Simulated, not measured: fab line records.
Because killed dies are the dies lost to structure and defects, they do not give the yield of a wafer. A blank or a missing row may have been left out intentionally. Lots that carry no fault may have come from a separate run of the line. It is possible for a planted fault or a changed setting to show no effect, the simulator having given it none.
fab line records ; flow rit-cmos
[record] lots = 14; wafers = 42; last-day = 7
route steps=202 shown GATE@95 M1@202
lots untouched by any fault: they come from a run of this same line in which no faults occurred
start-h: start of the lot's first displayed wafer, in hours after the record's first day ; wait-h: how many hours have passed since the lot's step before this one ; " as in the row above ; L1.1+2: several wafers, shown together as one row ; - no value, or no start was given ; * or withheld: withheld ; < > ~ a bound
route shown NAME@n: names a module that has steps shown in the file, with the first one's number in the route ; usual: mean/standard deviation of fault-free wafers ; same: alike in all rows ; chamber/n: place in a boat ; sites: readings site by site ; _std_site: standard deviation across them ; _edge_site: the outer-site mean with the inner-site mean subtracted ; radius-mm: for every site, how far away it sits from the centre of the wafer ; mask NAME#n: copy n ; behind: tool/chamber where the wafer was last shaped ; hold: the reason the lot was held/the length of the hold in hours/how it ended ; device: transistor that didn't switch, given as n, p or np ; end of line: tests of these same wafers at the route's end ; where a step has no rows: the recipe by itself ; killed: dies that structure and defects cost at the first sort, which is not the same as the wafer's yield ; map: the dies of a wafer, with x for killed, . for not killed, _ for no die there
set.NAME: the run value of the setting; set.NAME@STEP: its run value at that earlier step ; model.NAME: the simulator's own value behind a step, which no gauge read
steps of the route over a sample of lots; a table a step, a row a wafer
services: the hour from which a tool's chamber was out of use, counted from the record's first day as start-h (under 0 if before that day), plus the number of hours and why
[[steps]]
[step RIT_GATE_ETCH_19]
[recipe] chemistry = SF6/CHF3/O2; time-s = 165; SF6_flow_sccm = 30; CHF3_flow_sccm = 30; O2_flow_sccm = 5; target = poly-Si; pressure-mtorr = 40; rf-w = 160; target-depth-a = 3125; over-etch-frac = 0.25; stop-on = SiO2
[usual] drypump-motor-current-A = 5.6/0.53; oes-product-au = 0.868/0.013; rf-fwd-power-W = 159.4/0.5; run-length-s = 193.3/0.49; throttle-valve-pct = 10.17/0.17
lot.wafer;tool;chamber;start-h;wait-h;drypump-motor-current-A;oes-product-au;rf-fwd-power-W;rf-hours-counter-h;run-length-s;throttle-valve-pct
L528.1;rie-si-02;1;38.12;0.1;5.8;0.876;159.4;46;192.3;9.97
L528.5;rie-si-02;2;38.12;0.1;5.2;0.867;159.8;-;193.4;10.50
L528.6;rie-si-02;1;38.12;0.1;5.8;0.881;159.1;-;192.4;9.94
L530.1;rie-si-02;2;49.07;0.1;5.2;0.869;159.8;71;193.5;10.49
L530.4;rie-si-02;3;49.07;0.1;5.3;0.843;159.8;25;193.8;10.12
L530.6;rie-si-02;1;49.07;0.1;5.8;0.875;159.5;-;192.2;9.96
L531.2;rie-si-01;1;51.55;0.1;6.8;0.865;159.2;2;192.7;10.01
L531.3;rie-si-01;0;51.55;0.1;5.9;0.865;159.9;118;193.3;10.24
L531.4;rie-si-01;3;51.55;0.1;5.4;0.897;158.7;162;193.2;10.36
L532.1;rie-si-02;2;59.26;0.1;5.1;0.860;160.0;71;193.8;10.50
L532.2;rie-si-02;3;59.26;0.1;5.3;0.851;159.4;25;193.2;10.13
L532.3;rie-si-02;1;59.26;0.1;5.8;0.874;159.3;47;192.6;9.97
L533.1;rie-si-01;2;63.68;0.1;5.6;0.871;160.2;3;193.6;10.07
L533.2;rie-si-01;1;63.68;0.1;6.8;0.865;159.7;2;192.9;10.02
L533.3;rie-si-01;0;63.68;0.1;5.9;0.853;159.5;118;193.9;10.25
L534.1;rie-si-02;3;71.71;0.1;5.3;0.852;159.1;25;193.2;10.13
L534.4;rie-si-02;0;71.71;0.1;5.0;0.875;159.7;2;193.7;10.22
L534.5;rie-si-02;2;71.71;0.1;5.2;0.850;158.8;-;193.8;10.51
L535.1;rie-si-01;2;73.56;0.1;5.6;0.870;158.6;3;194.0;10.05
L535.2;rie-si-01;1;73.56;0.1;6.8;0.856;158.9;2;193.0;10.00
L535.5;rie-si-01;2;73.56;0.1;5.5;0.879;159.5;-;193.6;10.06
L536.1;rie-si-02;1;79.44;0.1;5.8;0.878;159.9;47;192.3;9.97
L536.2;rie-si-02;0;79.44;0.1;5.0;0.874;158.7;2;193.5;10.21
L536.3;rie-si-02;3;79.44;0.1;5.3;0.856;159.5;25;193.7;10.13
L538.1;rie-si-02;2;91.28;0.1;5.2;0.870;158.8;71;193.3;10.49
L538.3;rie-si-02;1;91.28;0.1;5.8;0.875;159.5;47;192.2;9.96
L538.5;rie-si-02;3;91.28;0.1;5.2;0.860;158.9;-;193.3;10.13
L540.1;rie-si-02;0;100.64;0.1;5.0;0.866;159.9;2;193.6;10.21
L540.3;rie-si-02;1;100.64;0.1;5.8;0.869;159.2;47;192.8;9.95
L540.6;rie-si-02;1;100.64;0.1;5.8;0.859;159.1;-;192.5;9.96
L541.1;rie-si-01;1;104.45;0.1;6.8;0.841;160.4;3;199.7;10.02
L541.2;rie-si-01;0;104.45;0.1;5.9;0.854;159.0;118;193.9;10.25
L541.4;rie-si-01;2;104.45;0.1;5.5;0.882;159.1;4;193.5;10.06
L542.2;rie-si-02;1;109.50;0.1;5.8;0.875;159.2;47;192.4;9.96
L542.3;rie-si-02;2;109.50;0.1;5.2;0.871;160.0;71;193.5;10.49
L542.6;rie-si-02;1;109.50;0.1;5.8;0.880;158.8;-;192.2;9.95
L545.1;rie-si-01;3;123.93;0.1;5.4;0.843;159.2;0;193.0;10.34
L545.2;rie-si-01;1;123.93;0.1;6.8;0.854;159.0;3;199.8;10.02
L545.5;rie-si-01;2;123.93;0.1;5.6;0.883;160.2;-;193.6;10.09
L550.1;rie-si-02;3;151.36;0.1;5.2;0.853;158.9;26;193.2;10.13
L550.3;rie-si-02;1;151.36;0.1;5.8;0.881;158.9;48;192.4;9.97
L550.6;rie-si-02;0;151.36;0.1;5.0;0.874;159.7;-;194.0;10.22
[step RIT_M1_PROBE_99]
[usual] killed-at-contacts = 0.1/0.31; killed-at-front-end = 7/3.2; killed-dies = 7/3.2; killed-open = 3.6/1.9; killed-short = 3.6/2
[same] gross-dies = 264; killed_at_M0_to_M3 = 0; killed_at_M4_up = 0; killed-at-back-side = 0; killed-at-other = 0
lot.wafer;tool;chamber;start-h;wait-h;killed-at-contacts;killed-at-front-end;killed-dies;killed-open;killed-short
L545.1;prober-01;-;144.46;0.1;1;8;9;4;5
L545.2;prober-01;-;144.51;0.1;0;5;5;3;2
L545.5;prober-01;-;144.66;0.2;0;10;10;4;6
// killed by level:class
L545.1 FOX1:geometric-particle:short=2 GATE:geometric-particle:short=2 SPACER:geometric-particle:open=2 GATE:geometric-particle:open=1 SILICIDE:geometric-particle:open=1 CONTACT:geometric-particle:short=1
L545.2 GATE:geometric-particle:open=2 FOX1:geometric-particle:open=1 GATE:geometric-particle:short=1 SILICIDE:geometric-particle:short=1
L545.5 SPACER:geometric-particle:short=3 GATE:geometric-particle:short=2 SILICIDE:geometric-particle:open=2 REOX:geometric-particle:short=1 SPACER:geometric-particle:open=1 REOX:geometric-particle:open=1
[[services]]
tool;chamber;start-h;hours;kind
rie-si-01;3;55.63;-;clean
rie-si-01;3;55.63;24.7;scheduled-down
rie-si-01;3;55.63;24.7;vent-cycle
rie-si-01;-;74.55;2.8;pm
rie-si-02;2;86.26;2.5;repair
[[key]]
[first-sign] step = RIT_GATE_ETCH_19; reading = run-length-s; direction = up; sigmas = 13; usual = *; struck = *
effect none on later readings
met-at RIT_GATE_ETCH_19
struck-lots L541,L545
struck-wafers L541.1,L545.2
tester-left-out L541,L545
onset-between 73.56 104.45
[fault] kind = process-parameter-drift; tool = rie-si-01; chamber = 1; onset-h = 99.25; steps = RIT_GATE_ETCH_19; channel = time-s; offset = *; shape = step; end-h = 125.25; stated = *
// tester-left-out: of these lots the tester's yield and bins aren't shown, on N5 and GAA mostly nor the transistor test; their killed dies are dies lost to structure and defects alone, not to doping, threshold or leakage, so they don't give the yield
